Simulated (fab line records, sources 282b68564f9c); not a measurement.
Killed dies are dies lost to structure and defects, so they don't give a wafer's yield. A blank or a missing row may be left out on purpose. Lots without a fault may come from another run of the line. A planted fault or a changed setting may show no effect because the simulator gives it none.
A struck lot beside a sound one | flow rit_cmos | 15 steps out of a route of 202
Sound: wafers L845.1, L845.3, L845.6. Struck: wafers L857.2, L857.3, L857.4. The cause comes at the end.
At each step with rows: each side's tool, then ch and its chambers, then its first start. Under that, the readings that differ: sound wafers | struck wafers | difference of the means | sigmas: that difference in standard deviations of wafers without a fault.
alike: readings whose means differ by less than 2 such deviations, and words and numbers that are the same on both sides. not compared: withheld readings, readings that some wafer has no value for, bounds like >300 that may hide the same value, and numbers for which the record gives no deviation and whose values overlap.
The two part at a step that has a row with sigmas, a row that says differs or no value, or rows on one side only. Numbers that don't overlap but have no deviation are shown without sigmas and don't part them. A reading that every wafer of one side lacks parts them only if that side has two wafers or more.

RIT_GATE_THK_MEAS_07:
  sound on film_metro-03, day 2 09:26; struck on film_metro-04, day 4 21:58
  alike: GATE_OXIDE_THK
then, 1 step without rows for these wafers: RIT_GATE_CVD_08 (deposits poly-Si from SiH4, target thk 250 nm, time 2220 s).
RIT_GATE_THK_MEAS_09:
  sound on film_metro-01, day 2 11:07; struck on film_metro-04, day 4 23:38
  alike: GATE_POLY_THK
then, 6 steps without rows for these wafers: RIT_GATE_HMDS_10 (prime time 60 s); RIT_GATE_COAT_11 (resist thk 850 nm); RIT_GATE_SOFTBAKE_12 (time 60 s); RIT_GATE_EXPOSE_13 (exposes mask M6, target cd 150 nm); RIT_GATE_PEB_14; RIT_GATE_DEVELOP_15 (develop time 50 s).
RIT_GATE_CD_MEAS_16: target cd 150 nm.
  sound on cd_sem-01, day 2 12:01; struck on cd_sem-02, day 5 00:41
  alike: cd_nm
RIT_GATE_OVL_MEAS_17:
  sound on overlay-01, day 2 12:08; struck on overlay-01, day 5 00:48
  alike: GATE_OVL
then, 1 step without rows for these wafers: RIT_GATE_HARDBAKE_18 (time 60 s).
RIT_GATE_ETCH_19: etches poly-Si in SF6/CHF3/O2, stops on SiO2, time 165 s, target depth 312.5 nm.
  sound on rie_si-01 ch 0,1, day 2 12:20; struck on rie_si-01 ch 0,1,2, day 5 00:59
  reading                                   | sound             | struck                  | difference | sigmas
  oes_product_au (a.u.)                     | 0.843 0.846 0.838 | 0.770 0.760 0.757       | -0.080     | -8
  over_etch_frac                            | 0.25 0.25 0.25    | 0.47817 0.47817 0.47817 | +0.22817   |
  model.NOVOLAK_of_GATE_COAT_11.thk_nm (nm) | 673.2 677 671     | 657.6 658 655           | -16.9      |
  alike: drypump_motor_current_A, he_backside_leak_sccm, throttle_valve_pct
  not compared: rf_hours_counter_h
RIT_GATE_STRIP_20: strips in O2, time 180 s.
  sound on plasma_asher-01 ch 0,1, day 2 12:26; struck on plasma_asher-01 ch 0,1, day 5 01:05
  alike: drypump_motor_current_A, o2_flow_sccm
  not compared: rf_hours_counter_h
RIT_M1_PROBE_99:
  the record has rows for the struck wafers here (prober-02, day 5 22:53) and none for the sound ones

WHERE THEY PART
First at RIT_GATE_ETCH_19; last, within this record, at RIT_M1_PROBE_99.

WHY: what the simulator had put in
Process parameter drift: rie_si-01, from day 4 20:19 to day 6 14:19, at RIT_GATE_ETCH_19. Setting over_etch_frac, moved by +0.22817, from 0.25.
